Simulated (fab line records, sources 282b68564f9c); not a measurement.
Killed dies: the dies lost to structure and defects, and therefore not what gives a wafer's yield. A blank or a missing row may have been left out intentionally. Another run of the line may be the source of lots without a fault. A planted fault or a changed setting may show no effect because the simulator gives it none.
Struck lot and sound lot, side by side    flow ritCmos    34 steps out of a route of 202
Sound: the wafers L228.1, L228.3, L228.6. Wafers struck: L233.2, L233.3, L233.6. The cause is named last.
Per side, at each step with rows, come the tool, then ch with its chambers, and then its first start. Under that, the readings that differ: sound wafers    struck wafers    difference of the means    sigmas: that difference in standard deviations of wafers without a fault.
alike: words and numbers the same on both sides, and readings whose means are apart by under 2 such deviations; not compared: readings that were withheld, readings missing a value for some wafer, numbers with overlapping values and no deviation given by the record, and bounds like >300 which may hide the same value.
A row with sigmas, a row that says differs or no value, or rows on one side alone: a step with any of these is where the two part. When numbers do not overlap yet have no deviation, they are printed without sigmas and do not part them. A reading that every wafer of one side lacks parts them only if that side has two wafers or more.

first, 2 steps without rows for these wafers: RIT_SPACER_CLEAN_02 (cleans in SC2, time 600 s); RIT_SPACER_CVD_03 (deposits Si3N4 from SiH2Cl2/NH3, target thk 250 nm, time 3300 s).
RIT_SPACER_THK_MEAS_04:
  sound on filmMetro-02, day 5 05:56; struck on filmMetro-03, day 6 06:59
  alike: SPACER_NITRIDE_THK
RIT_SPACER_ETCHBACK_05: etches Si3N4 in SF6/CHF3, stops on SiO2, target depth 250 nm, time 240 s.
  sound on rieDiel-04 ch 0,2,3, day 5 05:59; struck on rieDiel-03 ch 2,3, day 6 07:02
  alike: drypumpMotorCurrentA, oesProductAu, throttleValvePct
  not compared: rfHoursCounterH
then, 6 steps without rows for these wafers: RIT_NSD_HMDS_00 (prime time 60 s); RIT_NSD_COAT_01 (resist thk 1000 nm); RIT_NSD_SOFTBAKE_02 (time 60 s); RIT_NSD_EXPOSE_03 (exposes mask M9, target cd 40700 nm); RIT_NSD_PEB_04; RIT_NSD_DEVELOP_05 (develop time 50 s).
RIT_NSD_OVL_MEAS_06:
  sound on overlay-02, day 5 07:16; struck on overlay-01, day 6 08:02
  alike: NSD_OVL
then, 1 step without rows for these wafers: RIT_NSD_HARDBAKE_07 (time 60 s).
RIT_NSD_IMPLANT_08:
  sound on implanter-01 ch 0, day 5 07:35; struck on implanter-01 ch 0, day 6 08:25
reading           sound                             struck                            difference   sigmas
doseIonsCm2       1.0008e+15 1.0022e+15 1.0002e+15  1.1664e+15 1.1656e+15 1.1662e+15  +1.6500e+14  +99 or more
faradayCurrentUA  3253 3194 3079                    3667 3578 3642                    +454         +7
RIT_NSD_STRIP_09: strips in O2, time 180 s.
  sound on plasmaAsher-04 ch 0,1, day 5 07:44; struck on plasmaAsher-01 ch 0,1, day 6 08:33
  alike: drypumpMotorCurrentA
  not compared: rfHoursCounterH
RIT_NSD_TW_MEAS_10:
  sound on filmMetro-04, day 5 07:55; struck on filmMetro-02, day 6 08:44
reading  sound           struck          difference  sigmas
NSD_TW   3095 3083 3080  3227 3226 3223  +139        +8
then, 6 steps without rows for these wafers: RIT_PSD_HMDS_00 (prime time 60 s); RIT_PSD_COAT_01 (resist thk 1000 nm); RIT_PSD_SOFTBAKE_02 (time 60 s); RIT_PSD_EXPOSE_03 (exposes mask M10, target cd 40900 nm); RIT_PSD_PEB_04; RIT_PSD_DEVELOP_05 (develop time 50 s).
RIT_PSD_OVL_MEAS_06:
  sound on overlay-02, day 5 08:57; struck on overlay-02, day 6 09:46
  alike: PSD_OVL
then, 2 steps without rows for these wafers: RIT_PSD_HARDBAKE_07 (time 60 s); RIT_PSD_IMPLANT_08.
RIT_PSD_STRIP_09: strips in O2, time 180 s.
  sound on plasmaAsher-03 ch 0,1, day 5 09:17; struck on plasmaAsher-01 ch 0,1, day 6 10:06
  alike: drypumpMotorCurrentA
  not compared: rfHoursCounterH
RIT_PSD_TW_MEAS_10:
  sound on filmMetro-02, day 5 09:28; struck on filmMetro-02, day 6 10:17
  alike: PSD_TW
then, 3 steps without rows for these wafers: RIT_SDANNEAL_CLEAN_00 (cleans in SC1, time 600 s); RIT_SDANNEAL_CLEAN_01 (cleans in dHF, time 30 s); RIT_SDANNEAL_CLEAN_02 (cleans in SC2, time 600 s).
RIT_SDANNEAL_RTA_03: time 5 s.
  sound on rtpAnneal-02 ch 0, day 5 09:53; struck on rtpAnneal-01 ch 0, day 6 10:46
  alike: rampUpCPerS, wafer_temp_C_max
RIT_SDANNEAL_RS_MEAS_04: uses a four-point probe to measure.
  sound on filmMetro-01, day 5 09:56; struck on filmMetro-01, day 6 10:50
  alike: PSD_RS
RIT_SDANNEAL_RS_MEAS_05: uses a four-point probe to measure.
  sound on filmMetro-01, day 5 10:04; struck on filmMetro-01, day 6 10:58
reading          sound           struck          difference  sigmas
NSD_RS (ohm/sq)  84.7 84.5 84.6  75.4 75.1 75.2  -9.4        -28
RIT_SDANNEAL_RS_MEAS_06: uses a four-point probe to measure.
  sound on filmMetro-01, day 5 10:11; struck on filmMetro-01, day 6 11:05
  alike: PLDD_RS
RIT_M1_PROBE_99:
  sound on prober-01, day 6 08:30; struck on prober-01, day 6 18:22
  alike: killedAtContacts, killedAtFrontEnd, killedDies, killedOpen, killedShort

== WHERE THEY PART ==
Last at RIT_SDANNEAL_RS_MEAS_05 as far as this record goes, first at RIT_NSD_IMPLANT_08. Later steps at which nothing parts them and some readings are alike: RIT_SDANNEAL_RS_MEAS_06, RIT_M1_PROBE_99.

WHY: what had been put in by the simulator
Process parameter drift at RIT_NSD_IMPLANT_08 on implanter-01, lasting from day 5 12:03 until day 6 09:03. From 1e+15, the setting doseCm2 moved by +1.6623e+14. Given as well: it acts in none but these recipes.
